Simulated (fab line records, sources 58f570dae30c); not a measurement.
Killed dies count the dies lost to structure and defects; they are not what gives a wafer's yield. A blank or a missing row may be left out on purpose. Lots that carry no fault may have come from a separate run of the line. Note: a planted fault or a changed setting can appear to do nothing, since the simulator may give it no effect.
Tool commonality check	flow berkeley-cmos170	Lots sampled 14, wafers sampled 42

## THE REASON FOR OPENING IT
On 3 of the 14 lots, a flag is raised at UCB170_M1_CD_MEAS_90 on the reading cd-nm. Wafers without a fault read 700.5 nm, standard deviation 2.1.
Rule: a lot is flagged when every wafer of it that has a number lies more than 4 standard deviations from that mean, or none has a number. The other lots count as sound.

lot	measured	on	cd-nm (nm), wafer by wafer	flag
L901	day 7 13:35	cd-sem-02	701.4 703.7 701.5	
L900	day 7 14:48	cd-sem-02	701.7 700.2 700.7	
L899	day 7 14:54	cd-sem-01	698.7 700.6 700.1	
L902	day 8 03:55	cd-sem-02	701.0 702.1 698.7	
L903	day 8 10:51	cd-sem-02	702.7 701.1 703.6	
L905	day 9 06:02	cd-sem-02	699.7 696.0 700.7	
L910	day 9 15:53	cd-sem-01	702.8 699.9 703.0	
L911	day 9 22:42	cd-sem-02	703.2 698.9 700.8	
L909	day 10 10:45	cd-sem-01	683.1 682.3 678.8	FLAGGED
L916	day 10 22:49	cd-sem-02	679.4 682.3 681.4	FLAGGED
L914	day 10 23:04	cd-sem-02	680.6 683.4 681.3	FLAGGED
L918	day 11 01:17	cd-sem-01	698.0 695.2 697.5	
L917	day 11 01:34	cd-sem-02	700.8 698.5 697.9	
L920	day 12 10:41	cd-sem-01	704.3 702.3 703.6	
On average the flagged lots' numbers are 681.4 nm, which is -19.1 nm against the usual, or -9 standard deviations.

## WHICH TOOL RAN EACH LOT
Before the reading, the record contains 3 process steps out of a 331-step route. Read each cell as the tool, then ch plus the chambers that the sampled wafers visited, then the start.
lot	flag	UCB170_BACKSIDE_STRIP_03	UCB170_M1_METAL_ETCH_12	UCB170_M1_STRIP_13
L901		plasma-asher-03 ch 0,1, day 7 04:35	rie-metal-01 ch 0,1, day 7 13:22	plasma-asher-01 ch 0,1, day 7 13:29
L900		plasma-asher-02 ch 0,1, day 7 05:02	rie-metal-02 ch 0,1, day 7 14:33	plasma-asher-02 ch 0,1, day 7 14:41
L899		plasma-asher-03 ch 0,1, day 7 05:29	rie-metal-01 ch 0,1, day 7 14:40	plasma-asher-01 ch 0,1, day 7 14:48
L902		plasma-asher-03 ch 0,1, day 7 16:44	rie-metal-02 ch 0,1, day 8 03:40	plasma-asher-02 ch 0,1, day 8 03:47
L903		plasma-asher-02 ch 0,1, day 8 00:24	rie-metal-03 ch 0,1, day 8 10:37	plasma-asher-04 ch 0,1, day 8 10:45
L905		plasma-asher-03 ch 0,1, day 8 21:58	rie-metal-03 ch 0,1, day 9 05:47	plasma-asher-01 ch 0,1, day 9 05:55
L910		plasma-asher-03 ch 0,1, day 9 06:56	rie-metal-03 ch 0,1, day 9 15:38	plasma-asher-01 ch 0,1, day 9 15:45
L911		plasma-asher-03 ch 0,1, day 9 13:30	rie-metal-03 ch 0,1, day 9 22:28	plasma-asher-01 ch 0,1, day 9 22:35
L909	FLAGGED	plasma-asher-03 ch 0, day 9 10:58	rie-metal-03 ch 0,1, day 10 10:31	plasma-asher-02 ch 0,1, day 10 10:39
L916	FLAGGED	plasma-asher-02 ch 0,1, day 10 13:07	rie-metal-03 ch 0,1, day 10 22:34	plasma-asher-01 ch 0,1, day 10 22:42
L914	FLAGGED	plasma-asher-02 ch 1, day 10 13:23	rie-metal-03 ch 0,1, day 10 22:50	plasma-asher-01 ch 0,1, day 10 22:58
L918		plasma-asher-03 ch 0,1, day 10 13:50	rie-metal-02 ch 0,1, day 11 01:02	plasma-asher-02 ch 0,1, day 11 01:10
L917		plasma-asher-02 ch 0,1, day 10 13:50	rie-metal-01 ch 0,1, day 11 01:19	plasma-asher-02 ch 0,1, day 11 01:26
L920		plasma-asher-03 ch 0,1, day 12 00:55	rie-metal-02 ch 0,1, day 12 10:27	plasma-asher-02 ch 0,1, day 12 10:34
These steps, and what they do:
- UCB170_BACKSIDE_STRIP_03: strips in O2.
- UCB170_M1_METAL_ETCH_12: etches Al in Cl2/BCl3, stops on PSG, target depth 780 nm, time 130 s.
- UCB170_M1_STRIP_13: strips in O2.
- UCB170_M1_CD_MEAS_90: target cd 700 nm.

## FLAGGED OVER TOTAL, TOOL BY TOOL (the gauges that took the reading come last)
step	tool	lots run	flagged	share of the flagged lots	sound lots run after its first flagged lot
UCB170_BACKSIDE_STRIP_03	plasma-asher-02	5	2	some	1 (L917)
UCB170_BACKSIDE_STRIP_03	plasma-asher-03	9	1	some	3 (L911,L918,L920)
UCB170_M1_METAL_ETCH_12	rie-metal-01	3	0	none	-
UCB170_M1_METAL_ETCH_12	rie-metal-02	4	0	none	-
UCB170_M1_METAL_ETCH_12	rie-metal-03	7	3	all	0
UCB170_M1_STRIP_13	plasma-asher-01	7	2	some	0
UCB170_M1_STRIP_13	plasma-asher-02	6	1	some	3 (L918,L917,L920)
UCB170_M1_STRIP_13	plasma-asher-04	1	0	none	-
UCB170_M1_CD_MEAS_90	cd-sem-01	5	1	some	2 (L918,L920)
UCB170_M1_CD_MEAS_90	cd-sem-02	9	2	some	1 (L917)

## WHAT THE TABLE PERMITS
All flagged lots share 1 row of the table, namely rie-metal-03 at UCB170_M1_METAL_ETCH_12.
- rie-metal-03 at UCB170_M1_METAL_ETCH_12 ran 7 lots, 3 of them flagged. Its last sound lot is L911 (day 9 22:28), its first flagged lot L909 (day 10 10:31): a fault that began between those two fits. Its own readings (oes-product-au, run-length-s) fall more than 4 standard deviations out on all wafers of the flagged lots.
Just one tool remains: rie-metal-03 at UCB170_M1_METAL_ETCH_12.

## WHAT HAD BEEN PUT IN BY THE SIMULATOR
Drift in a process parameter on rie-metal-03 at UCB170_M1_METAL_ETCH_12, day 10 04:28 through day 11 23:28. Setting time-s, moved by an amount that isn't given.
Lots struck among those shown: L909, L916, L914. The rule above reached the same finding.
